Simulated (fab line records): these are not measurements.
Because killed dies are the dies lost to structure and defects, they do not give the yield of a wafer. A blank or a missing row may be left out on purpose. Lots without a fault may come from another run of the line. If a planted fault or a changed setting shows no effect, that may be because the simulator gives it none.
Which of the tools did it?	flow berkeleyCmos170	45 wafers from 15 lots sampled at 4 of the route's 331 steps

== WHAT THE GAUGES READ, wafer by wafer ==
UCB170_V1_BOW_MEAS_03. Usual: V1_BOW 19 um, standard deviation 6.4.
lot	measured	on	V1_BOW (um)	flag
L600	day 8 03:45	filmMetro-02	32 19 11	
L601	day 8 08:37	filmMetro-03	25 15 27	
L602	day 8 18:49	filmMetro-01	19 15 8	
L605	day 9 02:24	filmMetro-02	19 13 17	
L603	day 9 03:49	filmMetro-03	19 18 19	
L604	day 9 05:04	filmMetro-01	27 18 14	
L606	day 10 00:05	filmMetro-01	13 9 23	
L607	day 9 22:46	filmMetro-02	17 19 19	
L611	day 10 13:32	filmMetro-02	14 28 27	
L615	day 11 17:37	filmMetro-01	24 25 24	
L618	day 13 05:54	filmMetro-01	24 13 7	
L619	day 13 07:13	filmMetro-03	16 15 8	
L620	day 13 15:59	filmMetro-02	19 18 26	
L621	day 13 17:19	filmMetro-01	24 11 23	
L623	day 13 21:36	filmMetro-03	27 23 15	

UCB170_V1_THK_MEAS_04. Usual: V1_POLISHED_THK 1000.2 nm, standard deviation 1.3.
lot	measured	on	V1_POLISHED_THK (nm)	flag
L600	day 8 03:52	filmMetro-02	999.1 999.8 1001.9	
L601	day 8 08:43	filmMetro-03	998.1 1000.0 998.4	
L602	day 8 18:55	filmMetro-01	999.8 999.3 999.6	
L605	day 9 02:31	filmMetro-02	1000.7 1001.1 1000.8	
L603	day 9 03:56	filmMetro-03	998.9 998.6 1001.3	
L604	day 9 05:11	filmMetro-01	1000.6 1001.6 1000.1	
L606	day 10 00:12	filmMetro-01	1000.1 1000.7 1002.2	
L607	day 9 22:52	filmMetro-02	998.5 1001.3 998.6	
L611	day 10 13:37	filmMetro-02	1000.0 1001.7 1000.7	
L615	day 11 17:44	filmMetro-01	1001.9 1001.4 1000.1	
L618	day 13 06:01	filmMetro-01	999.5 1001.0 1000.7	
L619	day 13 07:20	filmMetro-03	998.5 999.0 999.1	
L620	day 13 16:06	filmMetro-02	999.8 1000.0 999.4	
L621	day 13 17:26	filmMetro-01	998.6 1000.7 997.2	
L623	day 13 21:43	filmMetro-03	1000.4 999.9 999.1	

UCB170_M3_CD_MEAS_15: the cd target is 700 nm. Usual: cdNm reads 700.0 nm (standard deviation 1.3).
lot	measured	on	cdNm (nm)	flag
L600	day 8 13:51	cdSem-01	702.1 700.6 700.8	
L601	day 8 18:38	cdSem-01	700.8 700.1 700.8	
L602	day 9 03:55	cdSem-01	699.4 699.2 699.8	
L605	day 9 13:22	cdSem-01	701.0 701.2 700.5	
L603	day 9 13:46	cdSem-01	699.9 699.8 699.7	
L604	day 9 15:59	cdSem-01	702.4 700.4 701.5	
L606	day 10 08:59	cdSem-01	699.6 699.4 697.8	
L607	day 10 07:44	cdSem-02	698.5 699.9 698.8	
L611	day 11 01:14	cdSem-02	700.1 698.8 699.0	
L615	day 12 05:45	cdSem-01	700.6 700.8 702.3	
L618	day 13 17:58	cdSem-01	697.7 700.0 698.6	
L619	day 13 21:34	cdSem-01	700.3 700.4 700.4	
L620	day 14 09:53	cdSem-01	698.6 697.8 698.2	
L621	day 14 09:37	cdSem-01	698.6 699.2 699.8	
L623	day 14 11:59	cdSem-02	699.9 701.5 701.1	

== EACH LOT AND THE TOOL THAT RAN IT (in order: tool; ch and the chambers of the sampled wafers; start) ==
lot	UCB170_CONTACT_ETCH_18
L600	rieDiel-04 ch 0,2, day 7 23:00
L601	rieDiel-01 ch 0,2, day 8 03:00
L602	rieDiel-04 ch 1,2,3, day 8 14:00
L605	rieDiel-04 ch 0,2,3, day 8 22:00
L603	rieDiel-03 ch 1,2,3, day 8 22:00
L604	rieDiel-04 ch 0,1,2, day 8 23:00
L606	rieDiel-04 ch 1,2,3, day 9 17:00
L607	rieDiel-01 ch 1,2,3, day 9 17:00
L611	rieDiel-04 ch 0,1, day 10 09:00
L615	rieDiel-01 ch 0,2,3, day 11 13:00
L618	rieDiel-01 ch 1,2,3, day 12 21:00
L619	rieDiel-03 ch 1,3, day 12 22:00
L620	rieDiel-01 ch 1,2, day 13 11:00
L621	rieDiel-04 ch 1,3, day 13 11:00
L623	rieDiel-01 ch 0,1,3, day 13 17:00
- UCB170_CONTACT_ETCH_18: etches PSG in CHF3/CF4/Ar, stops on TiSi2, target depth 840 nm, time 195 s.

== WHAT THE TOOLS THEMSELVES READ (means of the sampled wafers that have a number; where no wafer has one, the mark that the record gives instead) ==
UCB170_CONTACT_ETCH_18. Usual: chamberPressureMTorr 200.01 mTorr, standard deviation 0.18; drypumpMotorCurrentA 5.8 A, standard deviation 0.5; oesProductAu 0.896 a.u., standard deviation 0.019; throttleValvePct 6.87 %, standard deviation 0.073.
lot	tool	chamberPressureMTorr (mTorr)	drypumpMotorCurrentA (A)	oesProductAu (a.u.)	throttleValvePct (%)	flag
L600	rieDiel-04	199.91	5.8	0.904	6.86	
L601	rieDiel-01	199.92	6.1	0.888	6.94	
L602	rieDiel-04	200.03	5.7	0.891	6.88	
L605	rieDiel-04	200.00	6.0	0.898	6.87	
L603	rieDiel-03	199.90	5.5	0.900	6.88	
L604	rieDiel-04	200.03	5.5	0.900	6.86	
L606	rieDiel-04	199.96	5.7	0.891	6.88	
L607	rieDiel-01	200.31	6.1	0.901	6.85	
L611	rieDiel-04	199.94	5.2	0.891	6.85	
L615	rieDiel-01	200.14	6.1	0.901	6.92	
L618	rieDiel-01	199.93	6.0	0.898	6.84	
L619	rieDiel-03	200.07	5.3	0.915	6.87	
L620	rieDiel-01	200.01	6.0	0.887	6.77	
L621	rieDiel-04	199.97	6.1	0.882	6.88	
L623	rieDiel-01	199.87	5.9	0.891	6.87	

== THE ANSWER, worked out from the rows above alone ==
Rule: lot off if the mean of its wafers having a number is beyond 3 standard deviations from the usual mean. A lot without any number at a reading at which 4 lots or more have one is off too. All remaining lots with rows at the step are treated as sound. Order of review: gauges by route order, followed by the tools' own readings, for which a lot's mean as printed above is used. At the first step where some lot is off, the reading lying furthest off is the one used; lots without a number count as furthest.
No lot is off on any of the readings shown, so nothing can be concluded from this.

== WHAT WAS PUT IN BY THE SIMULATOR ==
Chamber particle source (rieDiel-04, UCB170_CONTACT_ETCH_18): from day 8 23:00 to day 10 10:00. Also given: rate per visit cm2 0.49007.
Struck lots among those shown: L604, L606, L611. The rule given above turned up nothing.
